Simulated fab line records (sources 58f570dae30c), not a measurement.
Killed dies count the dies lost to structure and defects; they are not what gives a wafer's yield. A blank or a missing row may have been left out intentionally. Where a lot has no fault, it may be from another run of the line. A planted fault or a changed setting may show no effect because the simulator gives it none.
fab line records	flow berkeleyCmos170
record: lots: 5	wafers: 23
route steps=331 shown CONTACT@228 M1@242 V1@261 M2@272
startH: start of the lot's first displayed wafer, in hours after the record's first day	waitH: hours elapsed since this lot's preceding step	" same as the row above	L1.1+2: a single row standing in for several wafers	- either no value or no given start	* or withheld: withheld	< > ~ a bound
route shown NAME@n: NAME is a module with steps in the file, n the number in the route of the first one	usual: mean and standard deviation over wafers with no fault	same: alike in all rows	chamber/n: place in a boat	sites: the reading at each site	_std_site: how widely they spread, as a standard deviation	_edge_site: mean of outer sites minus mean of inner sites	radiusMm: for every site, how far away it sits from the centre of the wafer	mask NAME#n: copy n	behind: the last tool/chamber to shape the wafer	hold: what put the lot on hold/how long, in hours/how the hold closed	device: the transistor (n, p or np) that didn't switch	end of line: tests run on the same wafers once the route is complete	where a step has no rows: the recipe by itself	killed: not the wafer's yield, but the dies lost to structure and defects at the first sort	map: a wafer's dies, marking killed ones x, the rest . and places with no die _
set.NAME: the setting as run; set.NAME@STEP: as run at that earlier step	model.NAME: the simulator's own value behind a step, which no gauge read
one table per step and one row per wafer, for lots whose settings were changed on purpose
== steps ==
step: UCB170_CONTACT_EXPOSE_12
recipe: maskId: CONT	targetCdNm: 700	na: 0.5	sigmaOuter: 0.6	sourceShape: conventional	doseMj: 35
lot.wafer	tool	chamber	startH	waitH	mask	set.doseMj
L074.2+6	krfScanner-02	0	187.60	-	CONT#0	36.21
L074.3+4+5	"	0	"	"	CONT#0	35
L075.2+3+6	krfScanner-01	0	197.43	-	CONT#0	32.75
L075.4+5	"	0	"	"	CONT#0	35
L077.3+4+5	krfScanner-01	0	205.99	-	CONT#0	35
L080.1+2+3+4+5	krfScanner-01	0	228.04	-	CONT#0	35
L082.1+3	krfScanner-01	0	235.12	-	CONT#0	33.28
L082.2+5+6	"	0	"	"	CONT#0	35
step: UCB170_CONTACT_PEB_13
recipe: pebTempC: 130	pebTimeS: withheld	resist: KrF
step: UCB170_CONTACT_DEVELOP_14
recipe: developer: TMAH	developTimeS: 45	resist: KrF	devTempC: 21
step: UCB170_CONTACT_CD_MEAS_15
recipe: targetCdNm: 700
usual: cdNm: 699.0/1.3
lot.wafer	tool	chamber	startH	waitH	set.doseMj@CONTACT_EXPOSE_12	cdNm
L074.2	cdSem-02	-	188.14	-	36.21	705.4
L074.3	"	-	"	"	35	699.8
L074.4	"	-	"	"	35	699.3
L074.5	"	-	"	"	35	698.7
L074.6	"	-	"	"	36.21	705.5
L075.2	cdSem-02	-	197.82	-	32.75	685.5
L075.3	"	-	"	"	32.75	687.0
L075.4	"	-	"	"	35	697.9
L075.5	"	-	"	"	35	698.9
L075.6	"	-	"	"	32.75	686.5
L077.3	cdSem-01	-	206.38	-	35	700.6
L077.4	"	-	"	"	35	700.6
L077.5	"	-	"	"	35	700.2
L080.1	cdSem-02	-	228.66	-	35	700.8
L080.2	"	-	"	"	35	699.6
L080.3	"	-	"	"	35	699.9
L080.4	"	-	"	"	35	701.3
L080.5	"	-	"	"	35	699.9
L082.1	cdSem-02	-	235.51	-	33.28	689.6
L082.2	"	-	"	"	35	698.7
L082.3	"	-	"	"	33.28	689.6
L082.5	"	-	"	"	35	698.9
L082.6	"	-	"	"	35	698.9
step: UCB170_CONTACT_ETCH_17
recipe: chemistry: N2/H2	targetDepthA: withheld	overetchA: withheld	target: BARC	timeS: withheld	sourceW: 500	biasW: 100	pressureMtorr: 30	n2FlowSccm: 100	h2FlowSccm: 200
lot.wafer	tool	chamber	startH	waitH	set.doseMj@CONTACT_EXPOSE_12	model.CONTACT.cdNm
L074.2	rieDiel-02	2	188.27	0.0	36.21	704.2
L074.3	"	1	"	"	35	699.5
L074.4	"	3	"	"	35	698.9
L074.5	"	0	"	"	35	698.2
L074.6	"	3	"	"	36.21	705.2
L075.2	rieDiel-02	1	197.95	0.0	32.75	685.5
L075.3	"	2	"	"	32.75	685.8
L075.4	"	3	"	"	35	698.1
L075.5	"	2	"	"	35	697.7
L075.6	"	3	"	"	32.75	686.4
L077.3+5	rieDiel-02	1,3	206.50	0.0	35	700.6
L077.4	"	2	"	"	35	699.8
L080.1	rieDiel-02	2	228.81	0.0	35	699.8
L080.2	"	1	"	"	35	699.3
L080.3+5	"	0,2	"	"	35	698.6
L080.4	"	3	"	"	35	700.7
L082.1	rieDiel-01	1	235.67	0.0	33.28	690.1
L082.2	"	2	"	"	35	700
L082.3	"	0	"	"	33.28	690
L082.5	"	1	"	"	35	698.9
L082.6	"	2	"	"	35	699.4
step: UCB170_CONTACT_ETCH_18
recipe: chemistry: CHF3/CF4/Ar	target: PSG	stopOn: TiSi2	CHF3_flow_sccm: 45	cf4FlowSccm: 15	Ar_flow_sccm: 150	pressureMtorr: 200	rfW: 700	targetDepthA: 8400	overEtchFrac: 0.2	timeS: 195
usual: oesProductAu: 0.888/0.013
lot.wafer	tool	chamber	startH	waitH	set.tempC@CONTACT_CVD_01	set.doseMj@CONTACT_EXPOSE_12	oesProductAu	model.etch.depthNm	model.CONTACT.featureDepthNm	model.CONTACT.cdNm
L074.2	rieDiel-02	2	-	-	445.2	36.21	0.856	666.5	666.5	704.1
L074.3	"	1	"	"	445.2	35	0.883	667.6	667.6	699.6
L074.4	"	3	"	"	445.2	35	0.871	678.3	678.3	699.2
L074.5	"	0	"	"	445.2	35	0.859	672.5	672.5	698.5
L074.6	"	3	"	"	445.2	36.21	0.864	674.4	674.4	705
L075.2	rieDiel-02	1	-	-	440.1	32.75	0.861	637.3	637.3	685.1
L075.3	"	2	"	"	440.1	32.75	0.831	640.2	640.2	685.9
L075.4	"	3	"	"	440.1	35	0.842	645.5	645.5	697.8
L075.5	"	2	"	"	440.1	35	0.830	639.5	639.5	697.4
L075.6	"	3	"	"	440.1	32.75	0.847	645.2	645.2	686
L077.3	rieDiel-02	1	-	-	450	35	0.904	697.9	697.9	700.3
L077.4	"	2	"	"	450	35	0.877	700.3	700.3	700.3
L077.5	"	3	"	"	450	35	0.886	704.8	704.8	700.6
L080.1	rieDiel-02	2	-	-	441.6	35	0.846	651	651	700.2
L080.2	"	1	"	"	441.6	35	0.872	648.3	648.3	699.2
L080.3	"	0	"	"	441.6	35	0.849	653.1	653.1	698.3
L080.4	"	3	"	"	441.6	35	0.850	650.2	650.2	700.4
L080.5	"	2	"	"	441.6	35	0.833	654	654	699.3
L082.1	rieDiel-01	1	-	-	461.7	33.28	0.936	-	785.1	690
L082.2	"	2	"	"	461.7	35	0.946	-	778.9	699.1
L082.3	"	0	"	"	461.7	33.28	0.944	-	786.7	690.3
L082.5	"	1	"	"	461.7	35	0.926	-	782.5	698.8
L082.6	"	2	"	"	461.7	35	0.950	781.2	781.2	699
step: UCB170_CONTACT_STRIP_19
recipe: chemistry: O2	powerW: 400	pressureMtorr: 3500	platenTempC: withheld	o2FlowSccm: 400	overashFraction: 0.5
step: UCB170_CONTACT_CD_MEAS_90
recipe: targetCdNm: 700
usual: cdNm: 698.8/1.4
lot.wafer	tool	chamber	startH	waitH	set.doseMj@CONTACT_EXPOSE_12	cdNm
L074.2	cdSem-01	-	188.56	0.1	36.21	703.5
L074.3	"	-	"	"	35	699.5
L074.4	"	-	"	"	35	698.9
L074.5	"	-	"	"	35	698.4
L074.6	"	-	"	"	36.21	705.1
L075.2	cdSem-02	-	198.24	0.1	32.75	685.1
L075.3	"	-	"	"	32.75	686.0
L075.4	"	-	"	"	35	697.8
L075.5	"	-	"	"	35	697.6
L075.6	"	-	"	"	32.75	686.0
L077.3	cdSem-01	-	206.80	0.1	35	699.9
L077.4	"	-	"	"	35	700.4
L077.5	"	-	"	"	35	700.8
L080.1	cdSem-02	-	229.08	0.1	35	700.1
L080.2	"	-	"	"	35	699.4
L080.3	"	-	"	"	35	698.1
L080.4	"	-	"	"	35	700.3
L080.5	"	-	"	"	35	699.3
L082.1	cdSem-01	-	235.94	0.1	33.28	690.0
L082.2	"	-	"	"	35	699.2
L082.3	"	-	"	"	33.28	690.1
L082.5	"	-	"	"	35	698.4
L082.6	"	-	"	"	35	699.3
step: UCB170_M1_COAT_04
recipe: resist: KrF	spinRpm: 1500	resistThkNm: 900
lot.wafer	tool	chamber	startH	waitH	set.resistThkNm	model.KrF_of_M1_COAT_04.thkNm
L074.2	lithoTrack-01	0	-	-	900	899.7
L074.3	"	0	"	"	900	898.2
L074.4	"	0	"	"	938.2	937.8
L074.5	"	0	"	"	900	899.4
L074.6	"	0	"	"	938.2	936.9
L075.2	lithoTrack-02	0	-	-	900	906
L075.3	"	0	"	"	936.5	941.7
L075.4	"	0	"	"	900	905.3
L075.5	"	0	"	"	936.5	941.2
L075.6	"	0	"	"	936.5	941.8
L077.3	lithoTrack-04	0	-	-	900	901.4
L077.4	"	0	"	"	900	903.4
L077.5	"	0	"	"	900	900.2
L080.1	lithoTrack-01	0	-	-	900	903.1
L080.2	"	0	"	"	900	900.5
L080.3	"	0	"	"	849.5	849.3
L080.4	"	0	"	"	849.5	851.3
L080.5	"	0	"	"	900	901.9
L082.1	lithoTrack-04	0	-	-	900	897.7
L082.2	"	0	"	"	900	898.1
L082.3	"	0	"	"	900	902
L082.5	"	0	"	"	900	901
L082.6	"	0	"	"	900	900.3
step: UCB170_M1_PEB_07
recipe: pebTempC: 130	pebTimeS: withheld	resist: KrF
lot.wafer	tool	chamber	startH	waitH	set.pebTempC
L074.2+4+6	lithoTrack-04	0	189.83	0.1	130
L074.3+5	"	0	"	"	133.4
L075.2+4+5	lithoTrack-02	0	199.37	0.1	130
L075.3+6	"	0	"	"	127
L077.3+4+5	lithoTrack-02	0	208.41	0.1	130
L080.1+3+4	lithoTrack-01	0	230.52	0.4	130
L080.2+5	"	0	"	"	128.9
L082.1+2+3+5+6	lithoTrack-02	0	237.32	0.4	130
step: UCB170_M1_DEVELOP_08
recipe: developer: TMAH	developTimeS: 45	resist: KrF	devTempC: 21
step: UCB170_M1_CD_MEAS_09
recipe: targetCdNm: 700
usual: cdNm: 700.4/1.4
lot.wafer	tool	chamber	startH	waitH	set.pebTempC@M1_PEB_07	cdNm
L074.2	cdSem-01	-	190.10	-	130	697.6
L074.3	"	-	"	"	133.4	678.0
L074.4	"	-	"	"	130	699.6
L074.5	"	-	"	"	133.4	677.0
L074.6	"	-	"	"	130	698.9
L075.2	cdSem-02	-	199.64	-	130	701.6
L075.3	"	-	"	"	127	724.5
L075.4	"	-	"	"	130	699.9
L075.5	"	-	"	"	130	703.2
L075.6	"	-	"	"	127	726.0
L077.3	cdSem-01	-	208.67	-	130	701.0
L077.4	"	-	"	"	130	700.8
L077.5	"	-	"	"	130	701.4
L080.1	cdSem-02	-	230.79	-	130	701.4
L080.2	"	-	"	"	128.9	709.0
L080.3	"	-	"	"	130	698.2
L080.4	"	-	"	"	130	700.3
L080.5	"	-	"	"	128.9	709.8
L082.1	cdSem-02	-	237.60	-	130	702.0
L082.2	"	-	"	"	130	700.2
L082.3	"	-	"	"	130	701.8
L082.5	"	-	"	"	130	701.7
L082.6	"	-	"	"	130	701.0
step: UCB170_M1_ETCH_11
recipe: chemistry: N2/H2	targetDepthA: withheld	overetchA: withheld	target: BARC	timeS: withheld	sourceW: 500	biasW: 100	pressureMtorr: 30	n2FlowSccm: 100	h2FlowSccm: 200
lot.wafer	tool	chamber	startH	waitH	set.pebTempC@M1_PEB_07	model.M1.cdNm
L074.2	rieDiel-03	1	190.23	0.0	130	698.5
L074.3	"	2	"	"	133.4	678.2
L074.4	"	3	"	"	130	699.7
L074.5	"	3	"	"	133.4	677.6
L074.6	"	2	"	"	130	699.4
L075.2	rieDiel-02	1	199.77	0.0	130	701
L075.3	"	2	"	"	127	725.5
L075.4	"	0	"	"	130	700.9
L075.5	"	0	"	"	130	704.3
L075.6	"	3	"	"	127	725.6
L077.3	rieDiel-01	2	208.79	0.0	130	701.4
L077.4	"	1	"	"	130	700.2
L077.5	"	0	"	"	130	700.7
L080.1	rieDiel-03	3	230.95	0.0	130	701.8
L080.2	"	1	"	"	128.9	709.5
L080.3	"	0	"	"	130	697.3
L080.4	"	2	"	"	130	700.3
L080.5	"	2	"	"	128.9	710.1
L082.1+3+5	rieDiel-03	2,3,3	237.76	0.0	130	702
L082.2	"	0	"	"	130	699.4
L082.6	"	2	"	"	130	701.7
step: UCB170_M1_METAL_ETCH_12
recipe: chemistry: Cl2/BCl3	target: Al	stopOn: PSG	pressureMtorr: 12	targetDepthA: 7800	overEtchFrac: 0.3	timeS: 130	icpW: 600	biasW: 120	Cl2_flow_sccm: 90	bcl3FlowSccm: 45
lot.wafer	tool	chamber	startH	waitH	set.resistThkNm@M1_COAT_04	set.pebTempC@M1_PEB_07	model.KrF_of_M1_COAT_04.thkNm	model.M1.cdNm
L074.2	rieMetal-03	1	190.27	-	900	130	435.2	699.6
L074.3	"	1	"	"	900	133.4	435.3	678.5
L074.4	"	0	"	"	938.2	130	469.3	699.6
L074.5	"	0	"	"	900	133.4	436.2	677.6
L074.6	"	1	"	"	938.2	130	474.6	700.5
L075.2	rieMetal-01	1	199.81	-	900	130	440.2	703.2
L075.3	"	0	"	"	936.5	127	459	729.6
L075.4	"	1	"	"	900	130	438.3	702.9
L075.5	"	1	"	"	936.5	130	474.2	706.9
L075.6	"	0	"	"	936.5	127	458.6	727.9
L077.3	rieMetal-04	0	208.88	-	900	130	428.6	700.5
L077.4	"	1	"	"	900	130	451.7	698.6
L077.5	"	1	"	"	900	130	448.1	700.9
L080.1	rieMetal-01	0	230.99	-	900	130	423.2	702.3
L080.2	"	1	"	"	900	128.9	434.6	710.6
L080.3	"	0	"	"	849.5	130	364.4	698.6
L080.4	"	1	"	"	849.5	130	387.1	702.4
L080.5	"	0	"	"	900	128.9	423.1	710.7
L082.1	rieMetal-01	1	237.80	-	900	130	434.8	706.1
L082.2	"	0	"	"	900	130	420.1	702.7
L082.3	"	0	"	"	900	130	422.4	703
L082.5	"	1	"	"	900	130	439.6	704.9
L082.6	"	0	"	"	900	130	421.3	703.1
step: UCB170_M1_STRIP_13
recipe: chemistry: O2	powerW: 400	pressureMtorr: 3500	platenTempC: withheld	o2FlowSccm: 400	overashFraction: 0.5
step: UCB170_M1_CD_MEAS_90
recipe: targetCdNm: 700
usual: cdNm: 701.9/2.3
lot.wafer	tool	chamber	startH	waitH	set.pebTempC@M1_PEB_07	cdNm
L074.2	cdSem-01	-	190.53	0.1	130	699.6
L074.3	"	-	"	"	133.4	678.4
L074.4	"	-	"	"	130	699.5
L074.5	"	-	"	"	133.4	677.5
L074.6	"	-	"	"	130	700.4
L075.2	cdSem-01	-	200.09	0.1	130	703.1
L075.3	"	-	"	"	127	729.5
L075.4	"	-	"	"	130	703.0
L075.5	"	-	"	"	130	706.8
L075.6	"	-	"	"	127	728.3
L077.3	cdSem-01	-	209.11	0.1	130	700.5
L077.4	"	-	"	"	130	698.2
L077.5	"	-	"	"	130	701.1
L080.1	cdSem-02	-	231.22	0.1	130	702.1
L080.2	"	-	"	"	128.9	710.6
L080.3	"	-	"	"	130	698.9
L080.4	"	-	"	"	130	702.7
L080.5	"	-	"	"	128.9	710.5
L082.1	cdSem-02	-	238.08	0.1	130	706.0
L082.2	"	-	"	"	130	702.6
L082.3	"	-	"	"	130	703.0
L082.5	"	-	"	"	130	704.9
L082.6	"	-	"	"	130	703.1
step: UCB170_V1_COAT_07
recipe: resist: KrF	spinRpm: 1500	resistThkNm: 900
lot.wafer	tool	chamber	startH	waitH	set.resistThkNm	model.KrF_of_V1_COAT_07.thkNm
L074.2	lithoTrack-03	0	194.39	0.1	855.3	855.2
L074.3	"	0	"	"	855.3	857.6
L074.4	"	0	"	"	900	901
L074.5	"	0	"	"	900	900.4
L074.6	"	0	"	"	855.3	854.7
L075.2	lithoTrack-03	0	202.82	0.1	900	900
L075.3	"	0	"	"	900	901.6
L075.4	"	0	"	"	900	900.2
L075.5	"	0	"	"	863.5	861
L075.6	"	0	"	"	863.5	863.6
L077.3	lithoTrack-03	0	211.99	0.1	900	901.3
L077.4	"	0	"	"	900	899.8
L077.5	"	0	"	"	900	900.2
L080.1+5	lithoTrack-03	0	233.98	0.1	900	899.6
L080.2	"	0	"	"	900	902.6
L080.3	"	0	"	"	900	899.4
L080.4	"	0	"	"	900	898.6
L082.1	lithoTrack-04	0	240.55	0.1	900	903.6
L082.2	"	0	"	"	900	904
L082.3	"	0	"	"	900	904.2
L082.5	"	0	"	"	900	903.9
L082.6	"	0	"	"	900	906.5
step: UCB170_V1_SOFTBAKE_08
recipe: resist: KrF	tempC: 130	timeS: 60
step: UCB170_V1_EXPOSE_09
recipe: maskId: VIA1	targetCdNm: 700	na: 0.5	sigmaOuter: 0.6	sourceShape: conventional	doseMj: 37
step: UCB170_V1_ETCH_14
recipe: chemistry: CHF3/CF4/Ar	target: SiO2	stopOn: Al	CHF3_flow_sccm: 45	cf4FlowSccm: 15	Ar_flow_sccm: 150	pressureMtorr: 200	rfW: 700	targetDepthA: 12500	overEtchFrac: 0.25	timeS: 291
lot.wafer	tool	chamber	startH	waitH	set.resistThkNm@V1_COAT_07	model.KrF_of_V1_COAT_07.thkNm
L074.2	rieDiel-02	2	195.55	0.0	855.3	568
L074.3	"	3	"	"	855.3	569
L074.4	"	0	"	"	900	620.6
L074.5	"	3	"	"	900	611.7
L074.6	"	2	"	"	855.3	565.3
L075.2	rieDiel-04	1	203.68	0.0	900	606.2
L075.3	"	0	"	"	900	612.3
L075.4	"	3	"	"	900	607.6
L075.5	"	1	"	"	863.5	566.1
L075.6	"	0	"	"	863.5	572.2
L077.3	rieDiel-04	3	212.80	0.0	900	610.6
L077.4	"	2	"	"	900	612.9
L077.5	"	1	"	"	900	606.7
L080.1	rieDiel-02	0	234.83	0.0	900	620.1
L080.2	"	3	"	"	900	613.5
L080.3	"	1	"	"	900	613.7
L080.4	"	2	"	"	900	608.1
L080.5	"	2	"	"	900	609.7
L082.1	rieDiel-02	3	241.53	0.0	900	614
L082.2	"	0	"	"	900	625.8
L082.3	"	2	"	"	900	615.2
L082.5	"	0	"	"	900	623.4
L082.6	"	3	"	"	900	619
step: UCB170_V1_STRIP_15
recipe: chemistry: O2	powerW: 400	pressureMtorr: 3500	platenTempC: withheld	o2FlowSccm: 400	overashFraction: 0.5
usual: stripTimeToEndpointS: 15.38/0.12
lot.wafer	tool	chamber	startH	waitH	set.resistThkNm@V1_COAT_07	stripTimeToEndpointS
L074.2	plasmaAsher-04	0	195.72	0.1	855.3	14.31
L074.3	"	0	"	"	855.3	14.32
L074.4	"	1	"	"	900	15.57
L074.5	"	1	"	"	900	15.34
L074.6	"	0	"	"	855.3	14.25
L075.2	plasmaAsher-04	1	203.86	0.1	900	15.23
L075.3	"	1	"	"	900	15.36
L075.4	"	0	"	"	900	15.25
L075.5	"	0	"	"	863.5	14.26
L075.6	"	1	"	"	863.5	14.41
L077.3	plasmaAsher-03	1	213.01	0.1	900	15.33
L077.4	"	0	"	"	900	15.39
L077.5	"	0	"	"	900	15.24
L080.1	plasmaAsher-01	0	235.01	0.1	900	15.56
L080.2	"	1	"	"	900	15.40
L080.3	"	0	"	"	900	15.40
L080.4	"	1	"	"	900	15.27
L080.5	"	1	"	"	900	15.32
L082.1	plasmaAsher-01	1	241.70	0.1	900	15.41
L082.2	"	0	"	"	900	15.70
L082.3	"	1	"	"	900	15.44
L082.5	"	1	"	"	900	15.62
L082.6	"	0	"	"	900	15.51
step: UCB170_M2_SPUTTER_01
recipe: material: Al	targetThkNm: 900	timeS: 120	powerW: 6000	chamberPressurePa: 0.5
lot.wafer	tool	chamber	startH	waitH	set.powerW	model.Al_of_M2_SPUTTER_01.thkNm
L074.2	pvdSputter-01	-	196.01	0.0	6000	891.8
L074.3	"	-	"	"	6000	888.5
L074.4	"	-	"	"	6000	873.8
L074.5	"	-	"	"	6000	888.1
L074.6	"	-	"	"	6000	875.2
L075.2	pvdSputter-02	-	204.15	0.0	6242	924.8
L075.3	"	-	"	"	6000	906.8
L075.4	"	-	"	"	6000	896.8
L075.5	"	-	"	"	6242	929.9
L075.6	"	-	"	"	6000	888.9
L077.3	pvdSputter-03	-	213.27	0.0	6000	892.8
L077.4	"	-	"	"	6000	891.9
L077.5	"	-	"	"	6000	896.2
L080.1	pvdSputter-03	-	235.29	0.0	6000	896.8
L080.2	"	-	"	"	6000	887.7
L080.3	"	-	"	"	6000	899.7
L080.4	"	-	"	"	6000	901.9
L080.5	"	-	"	"	6000	883.5
L082.1	pvdSputter-01	-	241.99	0.0	6000	913.6
L082.2	"	-	"	"	5404	823.5
L082.3	"	-	"	"	6000	908.1
L082.5	"	-	"	"	5404	817.9
L082.6	"	-	"	"	6000	906.5
step: UCB170_M2_RS_MEAS_02
recipe: thkMeasGauge: four-point-probe	reads: Al_of_M2_SPUTTER_01
usual: M2_AL_RS: 0.0322/0.00039
lot.wafer	tool	chamber	startH	waitH	set.powerW@M2_SPUTTER_01	M2_AL_RS[ohm/sq]
L074.2	filmMetro-04	-	196.11	0.1	6000	0.0325
L074.3	"	-	"	"	6000	0.0326
L074.4	"	-	"	"	6000	0.0331
L074.5	"	-	"	"	6000	0.0326
L074.6	"	-	"	"	6000	0.0330
L075.2	filmMetro-01	-	204.25	0.1	6242	0.0312
L075.3	"	-	"	"	6000	0.0319
L075.4	"	-	"	"	6000	0.0323
L075.5	"	-	"	"	6242	0.0311
L075.6	"	-	"	"	6000	0.0325
L077.3	filmMetro-02	-	213.39	0.1	6000	0.0324
L077.4	"	-	"	"	6000	0.0324
L077.5	"	-	"	"	6000	0.0323
L080.1	filmMetro-01	-	235.38	0.0	6000	0.0322
L080.2	"	-	"	"	6000	0.0326
L080.3	"	-	"	"	6000	0.0321
L080.4	"	-	"	"	6000	0.0321
L080.5	"	-	"	"	6000	0.0327
L082.1	filmMetro-01	-	242.07	0.0	6000	0.0316
L082.2	"	-	"	"	5404	0.0351
L082.3	"	-	"	"	6000	0.0318
L082.5	"	-	"	"	5404	0.0354
L082.6	"	-	"	"	6000	0.0319
step: UCB170_M2_THK_MEAS_03
recipe: thkMeasGauge: xrf	reads: Al_of_M2_SPUTTER_01
usual: M2_AL_THK: 918/13
lot.wafer	tool	chamber	startH	waitH	set.powerW@M2_SPUTTER_01	M2_AL_THK[nm]
L074.2	filmMetro-04	-	196.22	0.1	6000	908
L074.3	"	-	"	"	6000	905
L074.4	"	-	"	"	6000	886
L074.5	"	-	"	"	6000	903
L074.6	"	-	"	"	6000	894
L075.2	filmMetro-01	-	204.36	0.1	6242	954
L075.3	"	-	"	"	6000	935
L075.4	"	-	"	"	6000	924
L075.5	"	-	"	"	6242	960
L075.6	"	-	"	"	6000	911
L077.3	filmMetro-02	-	213.49	0.1	6000	914
L077.4	"	-	"	"	6000	902
L077.5	"	-	"	"	6000	911
L080.1	filmMetro-01	-	235.50	0.1	6000	927
L080.2	"	-	"	"	6000	918
L080.3	"	-	"	"	6000	927
L080.4	"	-	"	"	6000	931
L080.5	"	-	"	"	6000	913
L082.1	filmMetro-01	-	242.19	0.1	6000	940
L082.2	"	-	"	"	5404	847
L082.3	"	-	"	"	6000	937
L082.5	"	-	"	"	5404	843
L082.6	"	-	"	"	6000	934
== key ==
split: step: UCB170_CONTACT_EXPOSE_12	setting: doseMj	stated: 35	by: wafer
response: step: UCB170_CONTACT_CD_MEAS_15	reading: cdNm	change: +1.86	per: 1%	r: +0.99
response: step: UCB170_CONTACT_ETCH_17	reading: model.CONTACT.cdNm	change: +1.85	per: 1%	r: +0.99
response: step: UCB170_CONTACT_ETCH_18	reading: model.CONTACT.cdNm	change: +1.79	per: 1%	r: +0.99
response: step: UCB170_CONTACT_CD_MEAS_90	reading: cdNm	change: +1.8	per: 1%	r: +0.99
split: step: UCB170_M1_COAT_04	setting: resistThkNm	stated: 900	by: wafer
response: step: UCB170_M1_COAT_04	reading: model.KrF_of_M1_COAT_04.thkNm	change: +9.06	per: 1%	r: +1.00
response: step: UCB170_M1_METAL_ETCH_12	reading: model.KrF_of_M1_COAT_04.thkNm	change: +8.21	per: 1%	r: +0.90
split: step: UCB170_M1_PEB_07	setting: pebTempC	stated: 130	by: wafer
response: step: UCB170_M1_CD_MEAS_09	reading: cdNm	change: -9.16	per: 1%	r: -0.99
response: step: UCB170_M1_ETCH_11	reading: model.M1.cdNm	change: -9.19	per: 1%	r: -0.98
response: step: UCB170_M1_METAL_ETCH_12	reading: model.M1.cdNm	change: -9.45	per: 1%	r: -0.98
response: step: UCB170_M1_CD_MEAS_90	reading: cdNm	change: -9.47	per: 1%	r: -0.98
split: step: UCB170_V1_COAT_07	setting: resistThkNm	stated: 900	by: wafer
response: step: UCB170_V1_COAT_07	reading: model.KrF_of_V1_COAT_07.thkNm	change: +9.2	per: 1%	r: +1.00
response: step: UCB170_V1_ETCH_14	reading: model.KrF_of_V1_COAT_07.thkNm	change: +9.79	per: 1%	r: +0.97
response: step: UCB170_V1_STRIP_15	reading: stripTimeToEndpointS	change: *	per: 1%	r: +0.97
split: step: UCB170_M2_SPUTTER_01	setting: powerW	stated: 6000	by: wafer
response: step: UCB170_M2_SPUTTER_01	reading: model.Al_of_M2_SPUTTER_01.thkNm	change: +8.71	per: 1%	r: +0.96
response: step: UCB170_M2_RS_MEAS_02	reading: M2_AL_RS	change: -0.000335	per: 1%	r: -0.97
response: step: UCB170_M2_THK_MEAS_03	reading: M2_AL_THK	change: +9.13	per: 1%	r: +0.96
split outsideThisFile step=UCB170_CONTACT_CVD_01 setting=tempC
split outsideThisFile: this setting was split too, and the file shows its column; the key of that split is in another file
